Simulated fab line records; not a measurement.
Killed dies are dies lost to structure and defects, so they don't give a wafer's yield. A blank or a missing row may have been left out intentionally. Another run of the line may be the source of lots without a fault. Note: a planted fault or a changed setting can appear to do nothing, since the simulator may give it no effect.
Split-lot study || flow ritCmos || 23 wafers read across 5 lots, on a route 202 steps long

## THE SPLIT
At RIT_ACTIVE_CVD_03 (deposits Si3N4 from SiH2Cl2/NH3, target thk 150 nm, time 1500 s), the setting timeS was moved away from the recipe's 1500 s on 20 of the 23 wafers read, by -9.3% to +9.2%. All remaining wafers had this setting at the recipe value.

Split to reading: the file shows no intervening step.

## THE READING
Values of ACTIVE_NITRIDE_THK in nm from RIT_ACTIVE_THK_MEAS_04. Typical for fault-free wafers on this fab line: 149.6 nm, with standard deviation 1.6 nm.

{"wafer": "L075.1", "tool, chamber at the split": "-, -", "timeS as run, s": 1361, "against the recipe": "-9.3%", "ACTIVE_NITRIDE_THK, nm": 132.7, "against lot-mates on the recipe": "no lot-mate on the recipe"}
{"wafer": "L075.2", "tool, chamber at the split": "-, -", "timeS as run, s": 1361, "against the recipe": "-9.3%", "ACTIVE_NITRIDE_THK, nm": 133.5, "against lot-mates on the recipe": "no lot-mate on the recipe"}
{"wafer": "L075.3", "tool, chamber at the split": "-, -", "timeS as run, s": 1361, "against the recipe": "-9.3%", "ACTIVE_NITRIDE_THK, nm": 133.4, "against lot-mates on the recipe": "no lot-mate on the recipe"}
{"wafer": "L075.5", "tool, chamber at the split": "-, -", "timeS as run, s": 1361, "against the recipe": "-9.3%", "ACTIVE_NITRIDE_THK, nm": 132.5, "against lot-mates on the recipe": "no lot-mate on the recipe"}
{"wafer": "L075.6", "tool, chamber at the split": "-, -", "timeS as run, s": 1361, "against the recipe": "-9.3%", "ACTIVE_NITRIDE_THK, nm": 133.0, "against lot-mates on the recipe": "no lot-mate on the recipe"}
{"wafer": "L076.1", "tool, chamber at the split": "-, -", "timeS as run, s": 1381, "against the recipe": "-7.9%", "ACTIVE_NITRIDE_THK, nm": 139.4, "against lot-mates on the recipe": "no lot-mate on the recipe"}
{"wafer": "L076.2", "tool, chamber at the split": "-, -", "timeS as run, s": 1381, "against the recipe": "-7.9%", "ACTIVE_NITRIDE_THK, nm": 139.9, "against lot-mates on the recipe": "no lot-mate on the recipe"}
{"wafer": "L076.3", "tool, chamber at the split": "-, -", "timeS as run, s": 1381, "against the recipe": "-7.9%", "ACTIVE_NITRIDE_THK, nm": 138.0, "against lot-mates on the recipe": "no lot-mate on the recipe"}
{"wafer": "L076.4", "tool, chamber at the split": "-, -", "timeS as run, s": 1381, "against the recipe": "-7.9%", "ACTIVE_NITRIDE_THK, nm": 139.8, "against lot-mates on the recipe": "no lot-mate on the recipe"}
{"wafer": "L076.6", "tool, chamber at the split": "-, -", "timeS as run, s": 1381, "against the recipe": "-7.9%", "ACTIVE_NITRIDE_THK, nm": 139.8, "against lot-mates on the recipe": "no lot-mate on the recipe"}
{"wafer": "L077.1", "tool, chamber at the split": "-, -", "timeS as run, s": 1588, "against the recipe": "+5.9%", "ACTIVE_NITRIDE_THK, nm": 158.8, "against lot-mates on the recipe": "no lot-mate on the recipe"}
{"wafer": "L077.2", "tool, chamber at the split": "-, -", "timeS as run, s": 1588, "against the recipe": "+5.9%", "ACTIVE_NITRIDE_THK, nm": 157.6, "against lot-mates on the recipe": "no lot-mate on the recipe"}
{"wafer": "L077.3", "tool, chamber at the split": "-, -", "timeS as run, s": 1588, "against the recipe": "+5.9%", "ACTIVE_NITRIDE_THK, nm": 157.8, "against lot-mates on the recipe": "no lot-mate on the recipe"}
{"wafer": "L077.4", "tool, chamber at the split": "-, -", "timeS as run, s": 1588, "against the recipe": "+5.9%", "ACTIVE_NITRIDE_THK, nm": 158.1, "against lot-mates on the recipe": "no lot-mate on the recipe"}
{"wafer": "L077.6", "tool, chamber at the split": "-, -", "timeS as run, s": 1588, "against the recipe": "+5.9%", "ACTIVE_NITRIDE_THK, nm": 157.8, "against lot-mates on the recipe": "no lot-mate on the recipe"}
{"wafer": "L078.1", "tool, chamber at the split": "-, -", "timeS as run, s": 1638, "against the recipe": "+9.2%", "ACTIVE_NITRIDE_THK, nm": 161.2, "against lot-mates on the recipe": "no lot-mate on the recipe"}
{"wafer": "L078.2", "tool, chamber at the split": "-, -", "timeS as run, s": 1638, "against the recipe": "+9.2%", "ACTIVE_NITRIDE_THK, nm": 162.8, "against lot-mates on the recipe": "no lot-mate on the recipe"}
{"wafer": "L078.3", "tool, chamber at the split": "-, -", "timeS as run, s": 1638, "against the recipe": "+9.2%", "ACTIVE_NITRIDE_THK, nm": 161.6, "against lot-mates on the recipe": "no lot-mate on the recipe"}
{"wafer": "L078.4", "tool, chamber at the split": "-, -", "timeS as run, s": 1638, "against the recipe": "+9.2%", "ACTIVE_NITRIDE_THK, nm": 163.0, "against lot-mates on the recipe": "no lot-mate on the recipe"}
{"wafer": "L078.5", "tool, chamber at the split": "-, -", "timeS as run, s": 1638, "against the recipe": "+9.2%", "ACTIVE_NITRIDE_THK, nm": 161.8, "against lot-mates on the recipe": "no lot-mate on the recipe"}
{"wafer": "L080.1", "tool, chamber at the split": "lpcvd-01, 1", "timeS as run, s": 1500, "against the recipe": "recipe", "ACTIVE_NITRIDE_THK, nm": 149.6, "against lot-mates on the recipe": "-"}
{"wafer": "L080.3", "tool, chamber at the split": "lpcvd-01, 1", "timeS as run, s": 1500, "against the recipe": "recipe", "ACTIVE_NITRIDE_THK, nm": 149.7, "against lot-mates on the recipe": "-"}
{"wafer": "L080.6", "tool, chamber at the split": "lpcvd-01, 1", "timeS as run, s": 1500, "against the recipe": "recipe", "ACTIVE_NITRIDE_THK, nm": 150.4, "against lot-mates on the recipe": "-"}

FIT RESULTS
A straight line over all 23 wafers: ACTIVE_NITRIDE_THK changes by +1.48 nm for each +1% of timeS; r = +0.99; the points scatter about the line by 1.7 nm.
Too few moved wafers have a lot-mate on the recipe to fit a line with each lot's own level taken away.

## THE WHOLE CHAIN: every reading that the file lists as answering this split, in the file's order
{"step": "RIT_ACTIVE_CVD_03", "what it does": "deposits Si3N4 from SiH2Cl2/NH3, target thk 150 nm, time 1500 s", "reading": "Si3N4_of_ACTIVE_CVD_03.thkNm (the simulator's own value, which no gauge read)", "change (the file's fit)": "+1.49 nm for each +1% of the setting", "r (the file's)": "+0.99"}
{"step": "RIT_ACTIVE_THK_MEAS_04", "what it does": "", "reading": "ACTIVE_NITRIDE_THK", "change (the file's fit)": "+1.49 for each +1% of the setting", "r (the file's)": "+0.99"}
{"step": "RIT_ACTIVE_ETCH_13", "what it does": "etches Si3N4 in SF6, stops on SiO2, time 210 s, target depth 210 nm", "reading": "etch.depthNm (the simulator's own value, which no gauge read)", "change (the file's fit)": "+1.49 nm for each +1% of the setting", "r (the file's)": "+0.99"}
{"step": "RIT_ACTIVE_ETCH_13", "what it does": "etches Si3N4 in SF6, stops on SiO2, time 210 s, target depth 210 nm", "reading": "ACTIVE.featureDepthNm (the simulator's own value, which no gauge read)", "change (the file's fit)": "+1.45 nm for each +1% of the setting", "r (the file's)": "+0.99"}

## THE FILE'S OWN FIT
ACTIVE_NITRIDE_THK changes by +1.49 nm for each +1% of timeS, r = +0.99.
